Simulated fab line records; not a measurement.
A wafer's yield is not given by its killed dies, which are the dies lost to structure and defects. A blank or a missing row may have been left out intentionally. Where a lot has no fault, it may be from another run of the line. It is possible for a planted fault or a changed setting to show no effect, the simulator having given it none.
Which tool is to blame? / flow ritCmos / 15 lots with 45 wafers sampled at 3 steps, on a route of 202 steps

## WHAT EACH GAUGE READ, for each wafer
RIT_ACTIVE_BOW_MEAS_00. Usual: INCOMING_BOW 0 um, standard deviation 6.2.
lot=L824; measured=day 1 10:00; on=filmMetro-01; INCOMING_BOW (um)=-4 -12 7; flag=
lot=L825; measured=day 1 15:00; on=filmMetro-03; INCOMING_BOW (um)=16 3 1; flag=
lot=L826; measured=day 1 20:00; on=filmMetro-01; INCOMING_BOW (um)=6 6 -10; flag=
lot=L827; measured=day 2 01:00; on=filmMetro-01; INCOMING_BOW (um)=6 -1 2; flag=
lot=L830; measured=day 2 16:01; on=filmMetro-04; INCOMING_BOW (um)=-1 -1 -2; flag=
lot=L832; measured=day 3 02:00; on=filmMetro-03; INCOMING_BOW (um)=3 8 5; flag=
lot=L833; measured=day 3 07:02; on=filmMetro-03; INCOMING_BOW (um)=3 2 0; flag=
lot=L834; measured=day 3 12:00; on=filmMetro-01; INCOMING_BOW (um)=4 2 -3; flag=
lot=L835; measured=day 3 17:01; on=filmMetro-03; INCOMING_BOW (um)=7 -6 3; flag=
lot=L836; measured=day 3 22:04; on=filmMetro-01; INCOMING_BOW (um)=2 -1 -2; flag=
lot=L837; measured=day 4 03:04; on=filmMetro-01; INCOMING_BOW (um)=7 3 0; flag=
lot=L840; measured=day 4 18:01; on=filmMetro-04; INCOMING_BOW (um)=8 -10 -3; flag=
lot=L841; measured=day 4 23:00; on=filmMetro-04; INCOMING_BOW (um)=-6 2 -2; flag=
lot=L842; measured=day 5 04:02; on=filmMetro-03; INCOMING_BOW (um)=-8 2 19; flag=
lot=L845; measured=day 5 19:00; on=filmMetro-04; INCOMING_BOW (um)=3 5 -4; flag=

RIT_GATE_THK_MEAS_09. Usual: GATE_POLY_THK 251.1 nm, standard deviation 1.8.
lot=L824; measured=day 2 11:38; on=filmMetro-01; GATE_POLY_THK (nm)=253.1 252.0 250.5; flag=
lot=L825; measured=day 2 17:34; on=filmMetro-01; GATE_POLY_THK (nm)=249.8 246.7 247.5; flag=
lot=L826; measured=day 2 21:29; on=filmMetro-02; GATE_POLY_THK (nm)=252.5 252.4 252.1; flag=
lot=L827; measured=day 3 02:51; on=filmMetro-01; GATE_POLY_THK (nm)=251.2 251.2 252.0; flag=
lot=L830; measured=day 3 17:40; on=filmMetro-03; GATE_POLY_THK (nm)=249.6 250.2 248.0; flag=
lot=L832; measured=day 4 04:28; on=filmMetro-01; GATE_POLY_THK (nm)=248.3 248.5 250.0; flag=
lot=L833; measured=day 4 08:17; on=filmMetro-02; GATE_POLY_THK (nm)=248.1 246.6 248.1; flag=
lot=L834; measured=day 4 13:33; on=filmMetro-01; GATE_POLY_THK (nm)=251.6 253.0 252.5; flag=
lot=L835; measured=day 4 17:58; on=filmMetro-01; GATE_POLY_THK (nm)=249.3 252.9 250.6; flag=
lot=L836; measured=day 5 01:10; on=filmMetro-02; GATE_POLY_THK (nm)=250.7 251.4 250.4; flag=
lot=L837; measured=day 5 04:19; on=filmMetro-01; GATE_POLY_THK (nm)=250.8 251.3 251.3; flag=
lot=L840; measured=day 5 19:33; on=filmMetro-03; GATE_POLY_THK (nm)=249.7 248.0 249.6; flag=
lot=L841; measured=day 6 02:02; on=filmMetro-03; GATE_POLY_THK (nm)=250.5 250.1 249.0; flag=
lot=L842; measured=day 6 05:40; on=filmMetro-03; GATE_POLY_THK (nm)=251.5 253.3 251.7; flag=
lot=L845; measured=day 6 20:28; on=filmMetro-03; GATE_POLY_THK (nm)=254.4 253.2 255.2; flag=

RIT_GATE_OVL_MEAS_17. Usual: GATE_OVL -0.9 nm, standard deviation 1.3.
lot=L824; measured=day 2 12:54; on=overlay-01; GATE_OVL (nm)=-1.3 -2.1 -0.5; flag=
lot=L825; measured=day 2 18:36; on=overlay-02; GATE_OVL (nm)=-2.3 -2.8 -2.2; flag=
lot=L826; measured=day 2 22:38; on=overlay-02; GATE_OVL (nm)=-1.4 -1.4 0.3; flag=
lot=L827; measured=day 3 04:24; on=overlay-01; GATE_OVL (nm)=-1.3 -0.3 0.1; flag=
lot=L830; measured=day 3 18:52; on=overlay-02; GATE_OVL (nm)=-1.7 -1.2 0.9; flag=
lot=L832; measured=day 4 05:30; on=overlay-02; GATE_OVL (nm)=-0.2 -0.5 0.8; flag=
lot=L833; measured=day 4 09:34; on=overlay-01; GATE_OVL (nm)=-2.0 -2.4 -2.0; flag=
lot=L834; measured=day 4 14:40; on=overlay-01; GATE_OVL (nm)=-0.8 -1.1 0.3; flag=
lot=L835; measured=day 4 19:07; on=overlay-02; GATE_OVL (nm)=-0.4 -1.5 -0.8; flag=
lot=L836; measured=day 5 02:11; on=overlay-01; GATE_OVL (nm)=-1.1 -2.5 0.7; flag=
lot=L837; measured=day 5 05:28; on=overlay-02; GATE_OVL (nm)=-1.7 -0.6 -1.4; flag=
lot=L840; measured=day 5 20:35; on=overlay-01; GATE_OVL (nm)=-1.5 -2.7 -1.1; flag=
lot=L841; measured=day 6 03:04; on=overlay-01; GATE_OVL (nm)=-1.0 0.2 -1.5; flag=
lot=L842; measured=day 6 06:43; on=overlay-02; GATE_OVL (nm)=-3.3 -1.4 -2.5; flag=
lot=L845; measured=day 6 21:49; on=overlay-02; GATE_OVL (nm)=1.0 0.3 0.7; flag=

## TOOL THAT RAN EACH LOT (tool first, then ch and the chambers of the sampled wafers, then the start)
There is no process step in the record ahead of these readings.

## AS READ BY THE TOOLS THEMSELVES (means over the sampled wafers that have a number; for cases with no such wafer, the mark the record gives instead)
The record holds no such reading with a usual standard deviation.

## THE ANSWER, worked out from the rows above alone
Rule: lot off if the mean of its wafers having a number is beyond 3 standard deviations from the usual mean. A lot without any number at a reading at which 4 lots or more have one is off too. The other lots that the step has rows for count as sound. After the gauges, taken in route order, come the tools' own readings; for these a lot's mean is taken, as printed above. The first step at which some lot is off is used, and at that step the reading that is off furthest; a lot without a number counts as furthest.
No lot is off at any reading shown: from this, nothing can be told.

## WHAT WAS PUT IN BY THE SIMULATOR
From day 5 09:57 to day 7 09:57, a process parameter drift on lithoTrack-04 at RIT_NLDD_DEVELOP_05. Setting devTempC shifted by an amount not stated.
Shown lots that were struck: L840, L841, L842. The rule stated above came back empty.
